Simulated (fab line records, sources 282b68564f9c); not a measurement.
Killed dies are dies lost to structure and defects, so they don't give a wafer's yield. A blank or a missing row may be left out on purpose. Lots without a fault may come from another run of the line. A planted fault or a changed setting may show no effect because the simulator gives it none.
Chamber matching | flow rit_cmos | RIT_GATE_ETCH_19 on rie_si-02: 4 sister chambers
The step etches poly-Si in SF6/CHF3/O2, stops on SiO2, time 165 s, target depth 312.5 nm. 8 wafers are shown with their chamber, then 9 later ones without.

WAFERS WITH THEIR CHAMBER
wafer  | chamber | drypump_motor_current_A (A) | throttle_valve_pct (%)
L893.1 | 1       | 5.89                        | 10.51
L893.3 | 0       | 6.15                        | 10.43
L895.6 | 1       | 5.92                        | 10.53
L904.1 | 2       | 5.45                        | 10.26
L904.5 | 3       | 6.05                        | 10.09
L905.1 | 3       | 6.03                        | 10.07
L905.2 | 2       | 5.45                        | 10.27
L905.4 | 0       | 6.16                        | 10.45

WAFERS WITHOUT THEIR CHAMBER
wafer  | drypump_motor_current_A (A) | throttle_valve_pct (%)
L907.3 | 6.01                        | 10.10
L907.5 | 6.17                        | 10.44
L907.6 | 5.89                        | 10.51
L910.2 | 5.90                        | 10.51
L910.4 | 6.12                        | 10.43
L910.6 | 6.06                        | 10.09
L912.1 | 5.95                        | 10.52
L912.4 | 5.45                        | 10.28
L912.6 | 5.44                        | 10.27

WHICH CHAMBER EACH WENT THROUGH
wafer  | from the rows above | in truth
L907.3 | 3                   | 3
L907.5 | 0                   | 0
L907.6 | 1                   | 1
L910.2 | 1                   | 1
L910.4 | 0                   | 0
L910.6 | 3                   | 3
L912.1 | 1                   | 1
L912.4 | 2                   | 2
L912.6 | 2                   | 2
Placed correctly: 9 of 9. Can't be placed from these rows: 0. Placed wrongly: 0.
How it was worked out, from the rows above alone: a wafer's distance from a chamber is the root of the sum, over the readings, of the square of ((its reading less the chamber's mean) divided by the reading's scatter). The wafer belongs to the nearest chamber; if the next one is less than 2 further off, it can't be placed. A chamber's mean is the mean of its shown wafers. The scatter: the root of (the sum of the squares of (reading less its chamber's mean) over the shown wafers, divided by (wafers less chambers)).
